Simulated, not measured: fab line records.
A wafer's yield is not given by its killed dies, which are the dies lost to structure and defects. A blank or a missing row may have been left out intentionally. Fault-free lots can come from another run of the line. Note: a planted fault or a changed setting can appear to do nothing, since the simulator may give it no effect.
fab line records + flow berkeley_cmos170 + part 2 of 2: steps 5 to 6 of 6
[record]
- lots = 24
- wafers = 72
- last_day = 13
route steps=331 shown ZERO@13 NWELL@26 ACTIVE@75 GATE@140 NLDD@168
lots untouched by any fault: they come from a run of this same line in which no faults occurred
start_h: hours from the record's opening day to when the first of the lot's shown wafers began + wait_h: time in hours since the lot's previous step + " identical to the entry in the row above + L1.1+2: a single row standing in for several wafers + - value missing, or start not given + * or withheld: withheld + < > ~ a bound
route shown NAME@n: names a module that has steps shown in the file, with the first one's number in the route + usual: mean and standard deviation over wafers with no fault + same: alike in all rows + chamber/n: place in a boat + sites: per-site readings + _std_site: standard deviation across them + _edge_site: the outer-site mean with the inner-site mean subtracted + radius_mm: how far each site lies from the wafer's centre + mask NAME#n: copy n + behind: the tool/chamber that last shaped the wafer + hold: reason for holding the lot/hours on hold/outcome of the hold + device: the n, p or np transistor that did not switch + end of line: at the end of the route, the tests of the same wafers + for a step that has no rows: nothing shown but its recipe + killed: dies lost to structure and defects at the first sort, not the wafer's yield + map: per-die view of a wafer (x killed, . not killed, _ where there is no die)
set.NAME: the setting as run; set.NAME@STEP: as run at that earlier step + model.NAME: the simulator's own value behind a step, which no gauge read
route steps across a sampled set of lots; one table per step, one row per wafer
services: from which hour (start_h, from the record's first day; less than 0 if before it) a tool's chamber was out of use, for how many hours, and why
[[steps]]
[step UCB170_GATE_ETCH_14]
[recipe]
- chemistry = N2/H2
- target_depth_a = withheld
- overetch_a = withheld
- target = BARC
- time_s = withheld
- source_w = 500
- bias_w = 100
- pressure_mtorr = 30
- n2_flow_sccm = 100
- h2_flow_sccm = 200
[usual]
- drypump_motor_current_A = 5.7/0.45
- h2_flow_sccm = 200.0/0.59
- oes_product_au = 1.006/0.024
- rf_fwd_power_W = 494.8/2.6
- throttle_valve_pct = 13.28/0.17
| lot.wafer | tool        | chamber | start_h | wait_h | drypump_motor_current_A | h2_flow_sccm | oes_product_au | rf_fwd_power_W | throttle_valve_pct |
|-----------|-------------|---------|---------|--------|-------------------------|--------------|----------------|----------------|--------------------|
| L076.1    | rie_diel-03 | 2       | 148.78  | 0.0    | 5.5                     | 200.9        | 1.026          | 493.2          | 13.10              |
| L076.2    | "           | 1       | "       | "      | 5.6                     | 200.6        | 1.029          | 491.9          | 13.18              |
| L076.6    | "           | 1       | "       | "      | 5.6                     | 201.0        | 1.018          | 491.3          | 13.18              |
| L074.2    | rie_diel-01 | 0       | 148.90  | 0.0    | 6.0                     | 198.4        | 0.977          | 498.3          | 13.52              |
| L074.4    | "           | 1       | "       | "      | 6.2                     | 200.0        | 1.018          | 492.6          | 13.15              |
| L074.6    | "           | 3       | "       | "      | 5.8                     | 199.7        | 1.019          | 492.7          | 13.49              |
| L075.3    | rie_diel-02 | 3       | 149.11  | 0.0    | 4.7                     | 201.6        | 1.002          | 487.4          | 13.48              |
| L075.4    | "           | 0       | "       | "      | 5.2                     | 200.3        | 1.032          | 496.5          | 13.39              |
| L075.5    | "           | 2       | "       | "      | 5.8                     | 199.6        | 1.007          | 500.5          | 13.05              |
| L077.2    | rie_diel-01 | 0       | 157.57  | 0.0    | 6.0                     | 199.6        | 0.982          | 496.7          | 13.52              |
| L077.3    | "           | 1       | "       | "      | 6.3                     | 200.3        | 1.015          | 496.6          | 13.16              |
| L077.5    | "           | 1       | "       | "      | 6.3                     | 200.3        | 1.014          | 493.9          | 13.15              |
| L078.3    | rie_diel-02 | 1       | 172.51  | 0.0    | 6.1                     | 200.3        | 0.984          | 495.1          | 13.41              |
| L078.5    | "           | 2       | "       | "      | 5.8                     | 200.3        | 1.006          | 497.2          | 13.05              |
| L078.6    | "           | 1       | "       | "      | 6.1                     | 200.0        | 0.998          | 496.9          | 13.41              |
| L079.2    | rie_diel-03 | 1       | 172.87  | 0.0    | 5.6                     | 200.2        | 1.026          | 493.0          | 13.17              |
| L079.3    | "           | 3       | "       | "      | 5.6                     | 199.6        | 1.025          | 497.3          | 13.06              |
| L079.6    | "           | 1       | "       | "      | 5.6                     | 199.8        | 1.028          | 492.7          | 13.20              |
| L082.2    | rie_diel-02 | 1       | 185.19  | 0.0    | 6.1                     | 199.6        | 0.986          | 495.0          | 13.43              |
| L082.4    | "           | 2       | "       | "      | 5.8                     | 199.3        | 0.990          | 496.2          | 13.05              |
| L082.5    | "           | 3       | "       | "      | 4.7                     | 200.5        | 0.983          | 489.9          | 13.47              |
| L081.1    | rie_diel-03 | 2       | 185.76  | 0.0    | 5.6                     | 199.9        | 1.037          | 494.4          | 13.10              |
| L081.4    | "           | 0       | "       | "      | 5.1                     | 200.2        | 0.965          | 496.3          | 13.32              |
| L081.6    | "           | 0       | "       | "      | 5.0                     | 201.0        | 0.962          | 494.0          | 13.34              |
| L080.1    | rie_diel-01 | 1       | 185.91  | 0.0    | 6.2                     | 199.5        | 1.027          | 493.5          | 13.15              |
| L080.2    | "           | 3       | "       | "      | 5.8                     | 199.0        | 1.023          | 494.3          | 13.49              |
| L080.3    | "           | 0       | "       | "      | 6.0                     | 199.5        | 0.991          | 495.4          | 13.51              |
| L083.2    | rie_diel-01 | 1       | 216.66  | 0.0    | 6.3                     | 201.0        | 1.019          | 493.0          | 13.14              |
| L083.4    | "           | 2       | "       | "      | 6.3                     | 199.5        | 0.976          | 495.4          | 13.15              |
| L083.6    | "           | 3       | "       | "      | 5.8                     | 200.5        | 1.020          | 493.0          | 13.48              |
| L088.3    | rie_diel-03 | 3       | 216.66  | 0.0    | 5.6                     | 199.8        | 1.036          | 493.8          | 13.09              |
| L088.4    | "           | 2       | "       | "      | 5.5                     | 199.7        | 1.033          | 491.8          | 13.08              |
| L088.5    | "           | 0       | "       | "      | 5.0                     | 197.4        | 0.985          | 494.4          | 13.32              |
| L085.3    | rie_diel-02 | 2       | 216.81  | 0.0    | 5.8                     | 200.1        | 1.009          | 495.3          | 13.06              |
| L085.4    | "           | 2       | "       | "      | 5.8                     | 200.8        | 1.004          | 494.3          | 13.05              |
| L085.6    | "           | 0       | "       | "      | 5.2                     | 199.6        | 1.022          | 495.3          | 13.38              |
| L086.2    | rie_diel-03 | 3       | 216.94  | 0.0    | 5.6                     | 200.1        | 1.040          | 494.0          | 13.07              |
| L086.3    | "           | 0       | "       | "      | 5.1                     | 199.7        | 0.974          | 496.8          | 13.32              |
| L086.4    | "           | 2       | "       | "      | 5.6                     | 199.9        | 1.045          | 491.3          | 13.08              |
| L084.4    | rie_diel-01 | 0       | 217.18  | 0.0    | 6.0                     | 199.6        | 0.986          | 498.6          | 13.51              |
| L084.5    | "           | 0       | "       | "      | 6.0                     | 199.5        | 0.985          | 498.4          | 13.52              |
| L084.6    | "           | 3       | "       | "      | 5.8                     | 199.7        | 1.020          | 495.7          | 13.49              |
| L087.1    | rie_diel-02 | 1       | 217.30  | 0.0    | 6.0                     | 200.0        | 0.990          | 496.0          | 13.41              |
| L087.2    | "           | 0       | "       | "      | 5.2                     | 201.1        | 1.027          | 495.7          | 13.40              |
| L087.6    | "           | 1       | "       | "      | 6.0                     | 199.6        | 0.986          | 495.3          | 13.41              |
| L089.1    | rie_diel-02 | 3       | 227.31  | 0.0    | 4.7                     | 199.9        | 0.993          | 490.2          | 13.48              |
| L089.3    | "           | 1       | "       | "      | 6.1                     | 199.9        | 1.003          | 496.0          | 13.42              |
| L089.6    | "           | 3       | "       | "      | 4.7                     | 199.8        | 1.001          | 490.9          | 13.48              |
| L091.2    | rie_diel-01 | 0       | 239.21  | 0.0    | 6.0                     | 200.0        | 1.000          | 496.7          | 13.53              |
| L091.4    | "           | 2       | "       | "      | 6.3                     | 199.6        | 0.973          | 496.6          | 13.16              |
| L091.6    | "           | 3       | "       | "      | 5.8                     | 201.0        | 1.015          | 494.9          | 13.46              |
| L090.2    | rie_diel-03 | 0       | 239.48  | 0.0    | 5.1                     | 199.3        | 0.967          | 494.3          | 13.32              |
| L090.3    | "           | 3       | "       | "      | 5.6                     | 199.8        | 1.032          | 494.5          | 13.07              |
| L090.4    | "           | 2       | "       | "      | 5.6                     | 199.3        | 1.039          | 493.3          | 13.08              |
| L092.1    | rie_diel-01 | 0       | 250.13  | 0.0    | 6.0                     | 201.2        | 0.996          | 495.1          | 13.52              |
| L092.4    | "           | 3       | "       | "      | 5.8                     | 199.5        | 1.022          | 495.2          | 13.47              |
| L092.5    | "           | 1       | "       | "      | 6.2                     | 199.8        | 1.040          | 493.7          | 13.14              |
| L094.1    | rie_diel-02 | 2       | 250.82  | 0.0    | 5.8                     | 200.2        | 1.012          | 497.6          | 13.05              |
| L094.2    | "           | 0       | "       | "      | 5.2                     | 200.3        | 1.041          | 497.3          | 13.41              |
| L094.6    | "           | 2       | "       | "      | 5.8                     | 199.1        | 1.022          | 498.0          | 13.07              |
| L093.2    | rie_diel-01 | 2       | 251.10  | 0.0    | 6.3                     | 200.1        | 0.971          | 497.2          | 13.17              |
| L093.3    | "           | 0       | "       | "      | 6.0                     | 199.5        | 0.985          | 498.2          | 13.52              |
| L093.6    | "           | 1       | "       | "      | 6.3                     | 200.4        | 1.028          | 493.3          | 13.13              |
| L095.1    | rie_diel-03 | 3       | 265.46  | 0.0    | 5.6                     | 199.7        | 1.035          | 498.8          | 13.09              |
| L095.3    | "           | 0       | "       | "      | 5.0                     | 200.2        | 0.968          | 496.3          | 13.32              |
| L095.6    | "           | 1       | "       | "      | 5.6                     | 200.5        | 1.024          | 490.3          | 13.18              |
| L096.1    | rie_diel-02 | 3       | 276.92  | 0.0    | 4.7                     | 199.7        | 0.995          | 490.4          | 13.48              |
| L096.5    | "           | 1       | "       | "      | 6.1                     | 200.6        | 0.988          | 495.5          | 13.42              |
| L096.6    | "           | 0       | "       | "      | 5.2                     | 200.2        | 1.036          | 495.7          | 13.40              |
| L097.3    | rie_diel-03 | 0       | 277.22  | 0.0    | 5.0                     | 200.2        | 0.970          | 494.1          | 13.33              |
| L097.4    | "           | 1       | "       | "      | 5.6                     | 200.5        | 1.028          | 494.1          | 13.17              |
| L097.5    | "           | 1       | "       | "      | 5.7                     | 199.8        | 1.026          | 493.2          | 13.17              |
[step UCB170_NLDD_STRIP_10]
[recipe]
- chemistry = O2
- power_w = 400
- pressure_mtorr = 3500
- platen_temp_c = withheld
- o2_flow_sccm = 400
- overash_fraction = 0.5
[usual]
- drypump_motor_current_A = 5.8/0.42
- oes_product_au = 0.735/0.0046
- strip_time_to_endpoint_s = 21.65/0.067
| lot.wafer | tool            | chamber | start_h | wait_h | drypump_motor_current_A | oes_product_au | rf_hours_counter_h | strip_time_to_endpoint_s |
|-----------|-----------------|---------|---------|--------|-------------------------|----------------|--------------------|--------------------------|
| L076.1    | plasma_asher-02 | 1       | 152.81  | 0.1    | 4.9                     | 0.739          | 40                 | 21.58                    |
| L076.2    | "               | 0       | "       | "      | 5.9                     | 0.728          | 40                 | 21.54                    |
| L076.6    | "               | 1       | "       | "      | 4.8                     | 0.733          | -                  | 21.61                    |
| L074.2    | plasma_asher-04 | 0       | 153.25  | 0.1    | 5.7                     | 0.741          | 44                 | 21.67                    |
| L074.4    | "               | 1       | "       | "      | 6.2                     | 0.734          | -                  | 21.66                    |
| L074.6    | "               | 0       | "       | "      | 5.7                     | 0.731          | -                  | 21.67                    |
| L075.3    | plasma_asher-01 | 0       | 153.56  | 0.1    | 5.9                     | 0.738          | -                  | 21.57                    |
| L075.4    | "               | 1       | "       | "      | 5.9                     | 0.728          | -                  | 21.59                    |
| L075.5    | "               | 0       | "       | "      | 6.0                     | 0.732          | -                  | 21.58                    |
| L077.2    | plasma_asher-04 | 0       | 160.99  | 0.1    | 5.7                     | 0.739          | 45                 | 21.62                    |
| L077.3    | "               | 0       | "       | "      | 5.7                     | 0.733          | -                  | 21.58                    |
| L077.5    | "               | 0       | "       | "      | 5.7                     | 0.733          | -                  | 21.63                    |
| L078.3    | plasma_asher-02 | 1       | 176.70  | 0.1    | 4.9                     | 0.734          | -                  | 21.65                    |
| L078.5    | "               | 0       | "       | "      | 5.9                     | 0.736          | -                  | 21.69                    |
| L078.6    | "               | 1       | "       | "      | 4.9                     | 0.727          | -                  | 21.72                    |
| L079.2    | plasma_asher-04 | 1       | 176.95  | 0.1    | 6.3                     | 0.736          | 46                 | 21.66                    |
| L079.3    | "               | 1       | "       | "      | 6.3                     | 0.730          | -                  | 21.63                    |
| L079.6    | "               | 1       | "       | "      | 6.2                     | 0.732          | -                  | 21.65                    |
| L082.2    | plasma_asher-04 | 0       | 189.88  | 0.1    | 5.8                     | 0.739          | 48                 | 21.56                    |
| L082.4    | "               | 1       | "       | "      | 6.2                     | 0.733          | -                  | 21.57                    |
| L082.5    | "               | 1       | "       | "      | 6.2                     | 0.735          | -                  | 21.57                    |
| L081.1    | plasma_asher-02 | 0       | 190.12  | 0.1    | 5.9                     | 0.730          | 43                 | 21.58                    |
| L081.4    | "               | 0       | "       | "      | 5.9                     | 0.730          | -                  | 21.65                    |
| L081.6    | "               | 0       | "       | "      | 5.9                     | 0.724          | -                  | 21.62                    |
| L080.1    | plasma_asher-04 | 1       | 190.60  | 0.1    | 6.2                     | 0.733          | 48                 | 21.68                    |
| L080.2    | "               | 0       | "       | "      | 5.7                     | 0.740          | 48                 | 21.60                    |
| L080.3    | "               | 1       | "       | "      | 6.2                     | 0.734          | -                  | 21.64                    |
| L083.2    | plasma_asher-04 | 0       | 221.98  | 0.1    | 5.7                     | 0.738          | 50                 | 21.64                    |
| L083.4    | "               | 0       | "       | "      | 5.7                     | 0.739          | -                  | 21.67                    |
| L083.6    | "               | 1       | "       | "      | 6.2                     | 0.738          | -                  | 21.67                    |
| L088.3    | plasma_asher-04 | 0       | 223.15  | 0.1    | 5.7                     | 0.727          | -                  | 21.61                    |
| L088.4    | "               | 1       | "       | "      | 6.2                     | 0.735          | -                  | 21.60                    |
| L088.5    | "               | 0       | "       | "      | 5.7                     | 0.732          | -                  | 21.64                    |
| L086.2    | plasma_asher-01 | 1       | 223.16  | 0.1    | 5.9                     | 0.732          | 11                 | 21.62                    |
| L086.3    | "               | 0       | "       | "      | 5.9                     | 0.735          | -                  | 21.70                    |
| L086.4    | "               | 1       | "       | "      | 5.9                     | 0.740          | -                  | 21.61                    |
| L085.3    | plasma_asher-02 | 1       | 223.43  | 0.1    | 4.8                     | 0.738          | -                  | 21.70                    |
| L085.4    | "               | 0       | "       | "      | 5.9                     | 0.735          | -                  | 21.69                    |
| L085.6    | "               | 1       | "       | "      | 4.9                     | 0.739          | -                  | 21.73                    |
| L087.1    | plasma_asher-04 | 1       | 223.43  | 0.1    | 6.2                     | 0.737          | 50                 | 21.74                    |
| L087.2    | "               | 0       | "       | "      | 5.7                     | 0.733          | 50                 | 21.77                    |
| L087.6    | "               | 1       | "       | "      | 6.2                     | 0.735          | -                  | 21.63                    |
| L084.4    | plasma_asher-02 | 1       | 223.70  | 0.1    | 4.9                     | 0.736          | -                  | 21.56                    |
| L084.5    | "               | 1       | "       | "      | 4.9                     | 0.728          | -                  | 21.61                    |
| L084.6    | "               | 0       | "       | "      | 5.9                     | 0.732          | -                  | 21.59                    |
| L089.1    | plasma_asher-01 | 1       | 232.72  | 0.1    | 5.9                     | 0.743          | 13                 | 21.73                    |
| L089.3    | "               | 0       | "       | "      | 6.0                     | 0.735          | -                  | 21.64                    |
| L089.6    | "               | 0       | "       | "      | 6.0                     | 0.734          | -                  | 21.68                    |
| L091.2    | plasma_asher-04 | 0       | 243.54  | 0.1    | 5.8                     | 0.736          | 52                 | 21.67                    |
| L091.4    | "               | 1       | "       | "      | 6.2                     | 0.736          | -                  | 21.63                    |
| L091.6    | "               | 1       | "       | "      | 6.2                     | 0.739          | -                  | 21.68                    |
| L090.2    | plasma_asher-01 | 1       | 243.81  | 0.1    | 5.9                     | 0.734          | 14                 | 21.65                    |
| L090.3    | "               | 0       | "       | "      | 5.9                     | 0.736          | -                  | 21.67                    |
| L090.4    | "               | 1       | "       | "      | 5.9                     | 0.737          | -                  | 21.63                    |
| L092.1    | plasma_asher-04 | 1       | 256.79  | 0.1    | 6.3                     | 0.735          | 53                 | 21.74                    |
| L092.4    | "               | 0       | "       | "      | 5.8                     | 0.729          | -                  | 21.75                    |
| L092.5    | "               | 1       | "       | "      | 6.3                     | 0.731          | -                  | 21.76                    |
| L094.1    | plasma_asher-02 | 0       | 257.00  | 0.1    | 5.9                     | 0.734          | 50                 | 21.72                    |
| L094.2    | "               | 1       | "       | "      | 4.9                     | 0.736          | 50                 | 21.79                    |
| L094.6    | "               | 1       | "       | "      | 4.9                     | 0.743          | -                  | 21.78                    |
| L093.2    | plasma_asher-01 | 0       | 257.27  | 0.1    | 6.0                     | 0.737          | 16                 | 21.75                    |
| L093.3    | "               | 1       | "       | "      | 5.9                     | 0.734          | -                  | 21.75                    |
| L093.6    | "               | 0       | "       | "      | 5.9                     | 0.744          | -                  | 21.74                    |
| L095.1    | plasma_asher-02 | 0       | 269.51  | 0.1    | 5.9                     | 0.737          | 51                 | 21.73                    |
| L095.3    | "               | 0       | "       | "      | 5.9                     | 0.737          | -                  | 21.64                    |
| L095.6    | "               | 1       | "       | "      | 4.9                     | 0.737          | -                  | 21.69                    |
| L096.1    | plasma_asher-04 | 1       | 280.47  | 0.1    | 6.2                     | 0.736          | 56                 | 21.61                    |
| L096.5    | "               | 1       | "       | "      | 6.3                     | 0.740          | -                  | 21.62                    |
| L096.6    | "               | 0       | "       | "      | 5.7                     | 0.726          | -                  | 21.61                    |
| L097.3    | plasma_asher-01 | 0       | 280.76  | 0.1    | 6.0                     | 0.728          | -                  | 21.52                    |
| L097.4    | "               | 1       | "       | "      | 5.9                     | 0.739          | -                  | 21.53                    |
| L097.5    | "               | 1       | "       | "      | 5.9                     | 0.740          | -                  | 21.60                    |
[[services]]
| tool            | chamber | start_h | hours | kind   |
|-----------------|---------|---------|-------|--------|
| plasma_asher-01 | -       | -4.24   | 2.8   | pm     |
| rie_diel-03     | -       | -2.37   | 0.3   | repair |
| rie_diel-01     | 0       | 0.32    | 4.9   | repair |
| rie_diel-03     | 1       | 33.31   | 6.0   | repair |
| rie_diel-03     | 3       | 75.80   | 8.5   | repair |
| rie_diel-03     | 2       | 79.49   | 1.8   | repair |
| plasma_asher-02 | -       | 101.08  | 4.6   | repair |
| rie_diel-03     | 1       | 107.77  | 9.3   | repair |
| plasma_asher-01 | -       | 108.75  | 9.0   | pm     |
| rie_diel-01     | -       | 123.85  | 2.8   | pm     |
| rie_diel-01     | 0       | 138.25  | 9.6   | repair |
| rie_diel-04     | -       | 147.09  | 1.4   | repair |
| rie_diel-04     | 1       | 148.10  | 35.6  | repair |
| rie_diel-04     | 0       | 171.99  | 34.5  | repair |
| plasma_asher-02 | -       | 183.65  | 2.9   | repair |
| rie_diel-03     | 1       | 195.41  | 6.4   | repair |
| plasma_asher-02 | -       | 202.57  | 0.9   | repair |
| rie_diel-01     | 3       | 219.54  | 2.0   | repair |
| plasma_asher-02 | -       | 219.56  | 1.9   | repair |
| rie_diel-04     | 3       | 219.85  | 9.1   | repair |
| rie_diel-01     | -       | 233.41  | 0.3   | repair |
| plasma_asher-02 | -       | 239.02  | 1.0   | repair |
| rie_diel-04     | 1       | 243.69  | 2.0   | repair |
| rie_diel-03     | 3       | 271.65  | 7.4   | repair |
